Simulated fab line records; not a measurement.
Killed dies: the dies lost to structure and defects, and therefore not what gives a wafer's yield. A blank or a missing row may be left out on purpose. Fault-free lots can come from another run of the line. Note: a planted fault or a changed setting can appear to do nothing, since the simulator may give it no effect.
fab line records	flow berkeley-cmos170
[record] lots = 6	wafers = 18	last-day = 13
route steps=331 shown V1@256 M2@271
lots that met no fault: taken from a fault-free run of the same line
start-h: the number of hours between the record's first day and the start of the first shown wafer of the lot	wait-h: hours from the lot's prior step to this one	" repeats the value in the row above	L1.1+2: a row that stands for several wafers	- no value present, or no start provided	* or withheld: withheld	< > ~ a bound
route shown NAME@n: names a module that has steps shown in the file, with the first one's number in the route	usual: the fault-free wafers' mean and standard deviation	same: alike in all rows	chamber/n: place in a boat	sites: each site's reading	_std_site: their standard deviation	_edge_site: mean of outer sites minus mean of inner sites	radius-mm: how far each site lies from the wafer's centre	mask NAME#n: copy n	behind: the most recent tool/chamber to have shaped the wafer	hold: why the lot went on hold/how many hours it stayed there/how the hold came to an end	device: the n, p or np transistor that did not switch	end of line: the same wafers' tests at the end of the route	step lacking rows: just its recipe	killed: the dies lost at the first sort to structure and to defects; this is not the yield of the wafer	map: a wafer's dies, x killed, . not, _ none there
set.NAME: the run value of the setting; set.NAME@STEP: its run value at that earlier step	model.NAME: the simulator's own value behind a step, which no gauge read
lots seen at some steps along the route; tables by step, rows by wafer
services: the hour from which a tool's chamber was out of use, counted from the record's first day as start-h (under 0 if before that day), plus the number of hours and why
[[steps]]
[step UCB170_V1_CMP_02]
[recipe] material = SiO2	down-force-psi = 6	platen-rpm = 60	pad-velocity-m-s = 0.75398
[usual] motor-current-A = 15.8/2.1
lot.wafer	tool	chamber	start-h	wait-h	motor-current-A
L433.4	cmp-02	2	185.62	0.1	14.6
L433.2	"	3	"	"	13.1
L433.6	"	0	"	"	18.3
L434.2	cmp-02	1	188.24	0.1	18.2
L434.3	"	3	"	"	13.1
L434.6	"	1	"	"	17.1
L439.2	cmp-02	2	208.05	0.1	14.5
L439.6	"	0	"	"	18.0
L439.5	"	1	"	"	16.8
L441.3	cmp-01	1	214.59	0.0	19.4
L441.2	"	2	"	"	14.3
L441.1	"	3	"	"	15.2
L448.2	cmp-01	3	264.81	0.0	15.9
L448.4	"	1	"	"	18.6
L448.5	"	0	"	"	12.5
L453.2	cmp-02	2	288.78	0.0	14.8
L453.1	"	1	"	"	17.9
L453.5	"	3	"	"	13.7
[step UCB170_V1_BOW_MEAS_03]
[recipe] mode = bow
[usual] V1_BOW = 19/6.5
lot.wafer	tool	chamber	start-h	wait-h	V1_BOW[um]
L433.2	film-metro-03	-	185.84	0.1	34
L433.4	"	-	"	"	17
L433.6	"	-	"	"	16
L434.2	film-metro-03	-	188.51	0.2	7
L434.3	"	-	"	"	4
L434.6	"	-	"	"	30
L439.2	film-metro-02	-	208.27	0.2	22
L439.5	"	-	"	"	10
L439.6	"	-	"	"	21
L441.1	film-metro-01	-	214.89	0.1	8
L441.2	"	-	"	"	19
L441.3	"	-	"	"	14
L448.2	film-metro-02	-	265.13	0.3	21
L448.4	"	-	"	"	25
L448.5	"	-	"	"	20
L453.1	film-metro-01	-	289.08	0.1	19
L453.2	"	-	"	"	18
L453.5	"	-	"	"	12
[step UCB170_V1_THK_MEAS_04]
[recipe] reads = SiO2_of_V1_CVD_00
[usual] V1_POLISHED_THK = 1000.0/1.2
lot.wafer	tool	chamber	start-h	wait-h	V1_POLISHED_THK[nm]
L433.2	film-metro-03	-	185.95	0.1	999.0
L433.4	"	-	"	"	999.7
L433.6	"	-	"	"	1001.4
L434.2	film-metro-03	-	188.62	0.1	999.1
L434.3	"	-	"	"	999.4
L434.6	"	-	"	"	1000.5
L439.2	film-metro-02	-	208.38	0.1	1002.5
L439.5	"	-	"	"	1000.1
L439.6	"	-	"	"	999.7
L441.1	film-metro-01	-	215.01	0.1	1002.4
L441.2	"	-	"	"	1001.3
L441.3	"	-	"	"	1000.0
L448.2	film-metro-02	-	265.24	0.1	1001.3
L448.4	"	-	"	"	999.7
L448.5	"	-	"	"	1000.2
L453.1	film-metro-01	-	289.20	0.1	1000.4
L453.2	"	-	"	"	999.0
L453.5	"	-	"	"	1000.0
[step UCB170_V1_CLEAN_05]
[recipe] chemistry = DIW
[step UCB170_V1_HMDS_06]
[recipe] prime-time-s = 60	prime-temp-c = 100
[step UCB170_V1_COAT_07]
[recipe] resist = KrF	spin-rpm = 1500	resist-thk-nm = 900
[step UCB170_V1_SOFTBAKE_08]
[recipe] resist = KrF	temp-c = 130	time-s = 60
[step UCB170_V1_EXPOSE_09]
[recipe] mask-id = VIA1	target-cd-nm = 700	na = 0.5	sigma-outer = 0.6	source-shape = conventional	dose-mj = 37
[step UCB170_V1_PEB_10]
[recipe] peb-temp-c = 130	peb-time-s = withheld	resist = KrF
[step UCB170_V1_DEVELOP_11]
[recipe] developer = TMAH	develop-time-s = 45	resist = KrF	dev-temp-c = 21
[step UCB170_V1_CD_MEAS_12]
[recipe] target-cd-nm = 700
[usual] cd-nm = 699.4/1.3
lot.wafer	tool	chamber	start-h	wait-h	cd-nm
L433.2	cd-sem-02	-	187.30	-	700.2
L433.4	"	-	"	"	700.8
L433.6	"	-	"	"	698.8
L434.2	cd-sem-01	-	190.04	-	699.5
L434.3	"	-	"	"	700.5
L434.6	"	-	"	"	700.1
L439.2	cd-sem-01	-	210.09	-	698.8
L439.5	"	-	"	"	698.9
L439.6	"	-	"	"	697.9
L441.1	cd-sem-02	-	216.23	-	698.7
L441.2	"	-	"	"	698.9
L441.3	"	-	"	"	699.3
L448.2	cd-sem-01	-	266.66	-	699.7
L448.4	"	-	"	"	699.3
L448.5	"	-	"	"	698.4
L453.1	cd-sem-02	-	291.66	-	699.6
L453.2	"	-	"	"	699.1
L453.5	"	-	"	"	701.0
[step UCB170_V1_OVL_MEAS_13]
[usual] V1_OVL = -2/5.5
lot.wafer	tool	chamber	start-h	wait-h	V1_OVL[nm]
L433.2	overlay-02	-	187.40	0.1	0
L433.4	"	-	"	"	0
L433.6	"	-	"	"	3
L434.2	overlay-01	-	190.15	0.1	3
L434.3	"	-	"	"	11
L434.6	"	-	"	"	6
L439.2	overlay-02	-	210.20	0.1	-6
L439.5	"	-	"	"	-4
L439.6	"	-	"	"	-8
L441.1	overlay-02	-	216.35	0.1	-4
L441.2	"	-	"	"	2
L441.3	"	-	"	"	8
L448.2	overlay-01	-	266.77	0.1	-4
L448.4	"	-	"	"	0
L448.5	"	-	"	"	0
L453.1	overlay-02	-	291.78	0.1	-13
L453.2	"	-	"	"	-5
L453.5	"	-	"	"	-14
[step UCB170_V1_ETCH_14]
[recipe] chemistry = CHF3/CF4/Ar	target = SiO2	stop-on = Al	CHF3_flow_sccm = 45	cf4-flow-sccm = 15	Ar_flow_sccm = 150	pressure-mtorr = 200	rf-w = 700	target-depth-a = 12500	over-etch-frac = 0.25	time-s = 291
[usual] cf4-flow-sccm = 15.00/0.046	drypump-motor-current-A = 5.8/0.53	oes-product-au = 0.879/0.01	rf-fwd-power-W = 698.4/2.2	throttle-valve-pct = 7.01/0.1
lot.wafer	tool	chamber	start-h	wait-h	cf4-flow-sccm	drypump-motor-current-A	oes-product-au	rf-fwd-power-W	rf-hours-counter-h	throttle-valve-pct	model.KrF_of_V1_COAT_07.thk-nm	model.etch.depth-nm	model.V1.feature-depth-nm
L433.2	rie-diel-03	3	187.43	0.0	15.00	5.8	0.882	699.3	86	7.20	606.6	999	999
L433.4	"	1	"	"	15.03	5.1	0.882	699.6	5	7.06	617.7	1000	1000
L433.6	"	0	"	"	15.05	6.4	0.874	698.6	-	6.96	612.3	1001	1001
L434.2	rie-diel-04	0	190.18	0.0	15.04	6.2	0.839	421.8	98	7.01	677.4	934.4	934.4
L434.3	"	2	"	"	15.00	6.4	0.864	695.9	18	6.90	609.1	999	999.2
L434.6	"	2	"	"	15.04	6.4	0.860	695.8	-	6.89	612.9	1001	1001
L439.2	rie-diel-04	2	210.23	0.0	15.05	6.4	0.870	699.9	18	6.90	607.1	1002	1002
L439.5	"	0	"	"	15.01	6.2	0.855	419.5	-	6.98	672.4	957	957
L439.6	"	1	"	"	14.98	6.1	0.888	697.3	-	7.02	612.1	1001	1001
L441.1	rie-diel-03	0	216.39	0.0	14.99	6.4	0.874	701.5	112	6.98	613.7	1003	1003
L441.2	"	2	"	"	14.94	5.3	0.881	701.0	106	7.08	615.1	1001	1001
L441.3	"	3	"	"	15.06	5.8	0.877	698.1	87	7.18	612.3	999.7	999.7
L448.2	rie-diel-03	2	266.80	0.0	15.01	5.3	0.877	698.0	109	7.05	612.2	1001	1001
L448.4	"	0	"	"	14.98	6.3	0.864	700.1	114	6.97	610.8	999.1	999.1
L448.5	"	1	"	"	14.99	5.1	0.881	701.3	-	7.07	612.2	999.8	999.8
L453.1	rie-diel-04	1	291.82	0.0	15.00	6.1	0.887	694.6	9	7.00	612.2	999.8	999.8
L453.2	"	0	"	"	14.98	6.2	0.867	694.0	101	7.00	619.3	999.2	999.2
L453.5	"	1	"	"	15.00	6.1	0.887	694.7	-	7.00	614.5	999.7	999.7
[step UCB170_V1_STRIP_15]
[recipe] chemistry = O2	power-w = 400	pressure-mtorr = 3500	platen-temp-c = withheld	o2-flow-sccm = 400	overash-fraction = 0.5
[usual] drypump-motor-current-A = 5.8/0.35	oes-product-au = 0.722/0.0049	strip-time-to-endpoint-s = 15.33/0.11
lot.wafer	tool	chamber	start-h	wait-h	drypump-motor-current-A	oes-product-au	rf-hours-counter-h	strip-time-to-endpoint-s
L433.2	plasma-asher-03	1	187.61	0.1	5.4	0.721	8	15.23
L433.4	"	1	"	"	5.4	0.728	-	15.49
L433.6	"	0	"	"	5.9	0.722	-	15.36
L434.2	plasma-asher-03	1	190.36	0.1	5.5	0.730	8	16.85
L434.3	"	1	"	"	5.5	0.712	-	15.29
L434.6	"	0	"	"	5.9	0.724	-	15.36
L439.2	plasma-asher-01	0	210.41	0.1	6.2	0.718	41	15.23
L439.5	"	0	"	"	6.2	0.723	-	16.74
L439.6	"	1	"	"	5.4	0.723	-	15.36
L441.1	plasma-asher-02	1	216.57	0.1	6.1	0.717	51	15.39
L441.2	"	0	"	"	6.4	0.725	51	15.43
L441.3	"	0	"	"	6.4	0.718	-	15.36
L448.2	plasma-asher-03	0	266.98	0.1	5.9	0.727	15	15.35
L448.4	"	0	"	"	5.8	0.726	-	15.34
L448.5	"	1	"	"	5.4	0.714	-	15.36
L453.1	plasma-asher-03	0	292.00	0.1	5.9	0.721	18	15.34
L453.2	"	1	"	"	5.5	0.724	18	15.53
L453.5	"	1	"	"	5.5	0.722	-	15.42
[step UCB170_V1_CD_MEAS_90]
[recipe] target-cd-nm = 700
[usual] cd-nm = 699.1/1.4
lot.wafer	tool	chamber	start-h	wait-h	cd-nm
L433.2	cd-sem-02	-	187.73	0.1	700.3
L433.4	"	-	"	"	699.6
L433.6	"	-	"	"	698.9
L434.2	cd-sem-01	-	190.48	0.1	694.3
L434.3	"	-	"	"	699.3
L434.6	"	-	"	"	699.9
L439.2	cd-sem-01	-	210.53	0.1	698.8
L439.5	"	-	"	"	692.8
L439.6	"	-	"	"	697.1
L441.1	cd-sem-02	-	216.67	0.1	697.6
L441.2	"	-	"	"	698.5
L441.3	"	-	"	"	698.9
L448.2	cd-sem-01	-	267.10	0.1	699.7
L448.4	"	-	"	"	699.6
L448.5	"	-	"	"	698.5
L453.1	cd-sem-02	-	292.10	0.1	698.7
L453.2	"	-	"	"	697.6
L453.5	"	-	"	"	699.9
[step UCB170_M2_PRE_CLEAN_00]
[recipe] gas = Ar	preclean-etch-time-s = 60
[[services]]
tool	chamber	start-h	hours	kind
rie-diel-04	-	205.63	1.6	repair
plasma-asher-03	-	218.62	8.3	repair
rie-diel-04	-	227.21	1.6	repair
rie-diel-03	0	231.49	7.6	repair
cmp-01	-	232.00	4.0	pm
cmp-01	-	236.00	-	consumable-replace:conditioner
cmp-01	-	236.00	-	consumable-replace:pad
plasma-asher-02	-	236.25	7.7	repair
rie-diel-04	0	251.14	3.5	repair
rie-diel-03	2	268.78	4.2	repair
rie-diel-03	-	275.42	0.5	repair
[[key]]
[first-sign] step = UCB170_V1_ETCH_14	reading = rf-fwd-power-W	direction = down	sigmas = 99+	usual = 698.4	struck = 420.7
[effect] step = UCB170_V1_STRIP_15	reading = strip-time-to-endpoint-s	direction = up	sigmas = 13	usual = *	struck = *
[effect] step = UCB170_V1_CD_MEAS_90	reading = cd-nm	direction = down	sigmas = 3.9	usual = 699.1	struck = 693.5
[model-effect] step = UCB170_V1_ETCH_14	value = KrF_of_V1_COAT_07.thk-nm	without = 614.3	struck = 674.9
[more-kills-born-at] UCB170_V1_ETCH_14@rie-diel-04 = 256
met-at UCB170_V1_ETCH_14
struck-wafers L434.2,L439.5
later-rows-left-out L434.2,L439.5
sort-left-out L439.5
[fault] kind = process-parameter-drift	tool = rie-diel-04	chamber = 0	onset-h = 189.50	steps = UCB170_V1_ETCH_14	channel = rf-w	offset = -280	shape = step	end-h = 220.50	acts-in = these-recipes-only	stated = 700
// sort-left-out: the simulated sort isn't trusted on such a fault, so these wafers' sort isn't shown, and their yield isn't known
// later-rows-left-out: the simulator's readings of these wafers behind a module that went badly wrong aren't trusted and aren't shown, but for the sort
